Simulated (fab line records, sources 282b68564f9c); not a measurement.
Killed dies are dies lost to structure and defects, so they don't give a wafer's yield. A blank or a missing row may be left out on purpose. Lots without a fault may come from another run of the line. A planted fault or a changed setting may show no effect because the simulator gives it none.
fab line records | flow rit_cmos
record lots=15 wafers=45 last_day=7
route steps=202 shown GATE@83 PLDD@117 NSD@140
lots that met no fault: from a run of the same line without faults
start_h: hours from the record's first day to the start of the lot's first wafer shown | wait_h: hours since the lot's step before | " the same as in the row above | L1.1+2: a row that stands for several wafers | - no value, or no start given | * or withheld: withheld | < > ~ a bound
route shown NAME@n: a module of which the file shows steps, and the number in the route of the first | usual: mean/standard deviation of fault-free wafers | same: alike in all rows | chamber/n: place in a boat | sites: the reading at each site | _std_site: their standard deviation | _edge_site: outer sites' mean less inner sites' | radius_mm: how far each site lies from the wafer's centre | mask NAME#n: copy n | behind: the tool/chamber that last shaped the wafer | hold: why the lot was held/for how many hours/how that ended | device: the transistor (n, p or np) that didn't switch | end of line: the same wafers' tests at the end of the route | a step without rows: its recipe alone | killed: dies lost to structure and defects at the first sort, not the wafer's yield | map: a wafer's dies, x killed, . not, _ none there
set.NAME: the setting as run; set.NAME@STEP: as run at that earlier step | model.NAME: the simulator's own value behind a step, which no gauge read
steps of the route over a sample of lots; a table a step, a row a wafer
services: from which hour (start_h, from the record's first day; less than 0 if before it) a tool's chamber was out of use, for how many hours, and why
## steps
# step RIT_GATE_THK_MEAS_07
# recipe reads=SiO2_of_GATE_OXIDATION_05
# usual GATE_OXIDE_THK=3.02/0.075
# columns lot.wafer tool chamber start_h wait_h GATE_OXIDE_THK[nm]
L778.2 film_metro-03 - 34.70 0.0 3.08
L778.4 " - " " 3.05
L778.5 " - " " 2.99
L782.4 film_metro-01 - 59.08 0.0 2.91
L782.5 " - " " 2.95
L782.6 " - " " 2.96
L783.1 film_metro-01 - 61.74 0.0 2.92
L783.2 " - " " 2.90
L783.6 " - " " 3.02
L784.4 film_metro-01 - 66.07 0.0 3.13
L784.5 " - " " 3.17
L784.6 " - " " 3.14
L785.1 film_metro-01 - 74.81 0.0 3.06
L785.3 " - " " 3.05
L785.6 " - " " 3.12
L786.2 film_metro-03 - 78.96 0.0 3.14
L786.5 " - " " 3.14
L786.6 " - " " 3.07
L787.2 film_metro-04 - 79.08 0.0 3.05
L787.3 " - " " 3.12
L787.5 " - " " 3.14
L788.4 film_metro-03 - 87.50 0.0 3.01
L788.5 " - " " 2.98
L788.6 " - " " 3.05
L790.1 film_metro-01 - 94.66 0.0 3.12
L790.5 " - " " 3.10
L790.6 " - " " 3.05
L792.1 film_metro-01 - 104.63 0.0 2.86
L792.3 " - " " 2.93
L792.4 " - " " 2.84
L793.1 film_metro-03 - 109.49 0.0 2.96
L793.2 " - " " 3.00
L793.5 " - " " 2.98
L794.1 film_metro-04 - 115.89 0.0 3.06
L794.3 " - " " 3.03
L794.4 " - " " 3.01
L795.2 film_metro-01 - 121.30 0.0 3.03
L795.4 " - " " 3.15
L795.5 " - " " 3.10
L800.1 film_metro-01 - 144.51 0.0 2.97
L800.2 " - " " 3.02
L800.6 " - " " 3.00
L801.2 film_metro-03 - 153.35 0.0 3.02
L801.3 " - " " 3.01
L801.4 " - " " 2.98
# step RIT_PLDD_EXPOSE_03
# recipe mask_id=M8 na=0.57 target_cd_nm=40900 dose_mj=250
# usual exposure_dose_mJ_cm2=249.98/0.24 focus_offset_nm=0.0/0.47
# columns lot.wafer tool chamber start_h wait_h mask exposure_dose_mJ_cm2 focus_offset_nm
L778.2 iline_stepper-01 0 44.72 0.2 M8#0 249.98 -0.2
L778.4 " 0 " " M8#0 250.33 0.0
L778.5 " 0 " " M8#0 249.96 -0.4
L782.4 iline_stepper-01 0 68.03 0.2 M8#0 250.13 0.2
L782.5 " 0 " " M8#0 249.75 0.6
L782.6 " 0 " " M8#0 249.89 0.5
L783.1 iline_stepper-02 0 70.29 0.2 M8#0 249.75 0.7
L783.2 " 0 " " M8#0 250.03 -0.5
L783.6 " 0 " " M8#0 250.06 -0.8
L784.4 iline_stepper-01 0 74.74 0.5 M8#0 250.42 0.0
L784.5 " 0 " " M8#0 249.73 -0.3
L784.6 " 0 " " M8#0 250.15 0.0
L785.1 iline_stepper-01 0 84.16 0.1 M8#0 249.51 0.2
L785.3 " 0 " " M8#0 249.75 -0.9
L785.6 " 0 " " M8#0 249.52 -0.9
L786.2 iline_stepper-02 0 87.49 0.2 M8#0 249.77 0.5
L786.5 " 0 " " M8#0 249.71 -0.2
L786.6 " 0 " " M8#0 250.32 0.5
L787.2 iline_stepper-02 0 90.83 0.1 M8#0 250.29 -0.5
L787.3 " 0 " " M8#0 249.86 -0.4
L787.5 " 0 " " M8#0 249.86 -0.6
L788.4 iline_stepper-02 0 97.23 0.1 M8#0 250.33 0.3
L788.5 " 0 " " M8#0 249.81 -0.6
L788.6 " 0 " " M8#0 250.16 -0.4
L790.1 iline_stepper-01 0 105.65 0.2 M8#0 249.99 -0.1
L790.5 " 0 " " M8#0 249.97 -0.3
L790.6 " 0 " " M8#0 250.59 -0.5
L792.1 iline_stepper-02 - 115.97 0.2 M8#0 - -
L792.3 " - " " M8#0 - -
L792.4 " - " " M8#0 - -
L793.1 iline_stepper-01 - 118.96 0.2 M8#0 - -
L793.2 " - " " M8#0 - -
L793.5 " - " " M8#0 - -
L794.1 iline_stepper-01 - 124.29 0.1 M8#0 - -
L794.3 " - " " M8#0 - -
L794.4 " - " " M8#0 - -
L795.2 iline_stepper-01 0 130.16 0.1 M8#0 249.89 0.6
L795.4 " 0 " " M8#0 249.92 0.6
L795.5 " 0 " " M8#0 250.07 -0.1
L800.1 iline_stepper-02 0 154.46 0.1 M8#0 250.31 1.0
L800.2 " 0 " " M8#0 249.96 0.8
L800.6 " 0 " " M8#0 250.16 0.1
L801.2 iline_stepper-02 0 161.66 0.1 M8#0 250.00 -0.9
L801.3 " 0 " " M8#0 249.84 -0.7
L801.4 " 0 " " M8#0 250.25 -0.4
# step RIT_PLDD_OVL_MEAS_06
# usual PLDD_OVL=0.0/1.4
# columns lot.wafer tool chamber start_h wait_h PLDD_OVL[nm]
L778.2 overlay-01 - 45.11 - 2.1
L778.4 " - " " 0.3
L778.5 " - " " 0.3
L782.4 overlay-01 - 68.39 - 2.2
L782.5 " - " " 0.4
L782.6 " - " " 2.7
L783.1 overlay-01 - 70.69 - -1.8
L783.2 " - " " 0.4
L783.6 " - " " -1.6
L784.4 overlay-01 - 75.23 - 1.2
L784.5 " - " " 0.9
L784.6 " - " " 0.1
L785.1 overlay-01 - 84.56 - -0.3
L785.3 " - " " -0.6
L785.6 " - " " -1.6
L786.2 overlay-01 - 87.87 - -0.7
L786.5 " - " " 0.0
L786.6 " - " " 0.5
L787.2 overlay-01 - 91.22 - 1.8
L787.3 " - " " 2.1
L787.5 " - " " 1.9
L788.4 overlay-02 - 97.59 - -1.1
L788.5 " - " " -1.9
L788.6 " - " " -1.4
L790.1 overlay-01 - 106.05 - -0.5
L790.5 " - " " 2.3
L790.6 " - " " 0.3
L792.1 overlay-02 - 116.47 - -
L792.3 " - " " -
L792.4 " - " " -
L793.1 overlay-01 - 119.36 - -
L793.2 " - " " -
L793.5 " - " " -
L794.1 overlay-01 - 124.69 - -
L794.3 " - " " -
L794.4 " - " " -
L795.2 overlay-01 - 130.72 - 0.1
L795.4 " - " " -1.1
L795.5 " - " " 0.2
L800.1 overlay-02 - 154.86 - 0.1
L800.2 " - " " 1.4
L800.6 " - " " -0.2
L801.2 overlay-02 - 162.04 - -2.4
L801.3 " - " " -0.1
L801.4 " - " " -2.5
# step RIT_NSD_STRIP_09
# recipe chemistry=O2 time_s=180 resist=NOVOLAK platen_temp_c=withheld power_w=500 pressure_mtorr=4000 o2_flow_sccm=4000
# usual drypump_motor_current_A=5.6/0.36
# columns lot.wafer tool chamber start_h wait_h drypump_motor_current_A rf_hours_counter_h
L778.2 plasma_asher-03 1 49.38 0.1 5.5 40
L778.4 " 1 " " 5.5 -
L778.5 " 0 " " 5.1 -
L782.4 plasma_asher-01 0 75.44 0.1 5.9 -
L782.5 " 0 " " 5.9 -
L782.6 " 1 " " 5.8 -
L783.1 plasma_asher-03 1 75.52 0.1 5.4 43
L783.2 " 0 " " 5.1 43
L783.6 " 1 " " 5.5 -
L784.4 plasma_asher-01 0 79.65 0.1 5.9 -
L784.5 " 0 " " 5.9 -
L784.6 " 1 " " 5.8 -
L785.1 plasma_asher-02 0 88.81 0.1 5.6 43
L785.3 " 1 " " 4.9 -
L785.6 " 0 " " 5.6 -
L786.2 plasma_asher-01 1 93.76 0.1 5.8 46
L786.5 " 1 " " 5.8 -
L786.6 " 0 " " 5.9 -
L787.2 plasma_asher-01 1 98.71 0.1 5.8 46
L787.3 " 1 " " 5.8 -
L787.5 " 1 " " 5.8 -
L788.4 plasma_asher-01 0 104.55 0.1 5.9 -
L788.5 " 1 " " 5.8 -
L788.6 " 0 " " 5.9 -
L790.1 plasma_asher-02 0 111.30 0.1 5.6 46
L790.5 " 0 " " 5.6 -
L790.6 " 1 " " 4.9 -
L792.1 plasma_asher-03 0 121.00 0.1 5.2 48
L792.3 " 0 " " 5.1 -
L792.4 " 1 " " 5.5 -
L793.1 plasma_asher-01 1 123.75 0.1 5.8 1
L793.2 " 0 " " 5.9 1
L793.5 " 0 " " 5.9 -
L794.1 plasma_asher-01 0 129.22 0.1 5.9 1
L794.3 " 1 " " 5.8 -
L794.4 " 0 " " 5.9 -
L795.2 plasma_asher-01 0 135.35 0.1 5.9 2
L795.4 " 1 " " 5.8 -
L795.5 " 0 " " 5.9 -
L800.1 plasma_asher-02 0 160.25 0.1 5.6 50
L800.2 " 1 " " 4.9 50
L800.6 " 0 " " 5.6 -
L801.2 plasma_asher-01 0 166.41 0.1 5.9 6
L801.3 " 1 " " 5.8 -
L801.4 " 0 " " 5.9 -
## services
# columns tool chamber start_h hours kind
iline_stepper-02 0 39.55 - calibration
iline_stepper-02 - 72.14 4.4 pm
plasma_asher-02 - 75.76 0.5 repair
plasma_asher-01 - 81.88 3.2 repair
iline_stepper-02 - 102.30 0.7 repair
plasma_asher-01 - 108.75 9.0 pm
plasma_asher-01 0 108.75 9.0 vent_cycle
plasma_asher-01 1 108.75 9.0 vent_cycle
plasma_asher-01 - 110.76 0.7 repair
plasma_asher-01 0 117.75 - clean
plasma_asher-01 1 117.75 - clean
plasma_asher-02 - 124.14 9.8 repair
iline_stepper-01 0 155.08 - calibration
iline_stepper-02 - 156.60 1.7 pm
iline_stepper-01 - 158.26 1.7 pm
## key
first_sign step=RIT_PLDD_EXPOSE_03 reading=tool_record direction=missing
effect none on later readings
met_at RIT_PLDD_EXPOSE_03
struck_lots L792,L793,L794
sort_left_out L792.1,L792.3,L792.4,L793.1,L793.2,L793.5,L794.1,L794.3,L794.4
tester_left_out L792,L793,L794
not_acting_at RIT_GATE_THK_MEAS_07,RIT_PLDD_OVL_MEAS_06,RIT_NSD_STRIP_09
onset_between 105.65 115.97
fault kind=skipped_step_whole tool=iline_stepper-01,iline_stepper-02 chamber=- onset_h=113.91 steps=RIT_PLDD_EXPOSE_03 scope=struck_lots_only
# tester_left_out: of these lots the tester's yield and bins aren't shown, on N5 and GAA mostly nor the transistor test; their killed dies are dies lost to structure and defects alone, not to doping, threshold or leakage, so they don't give the yield
# sort_left_out: the simulated sort isn't trusted on such a fault, so these wafers' sort isn't shown, and their yield isn't known
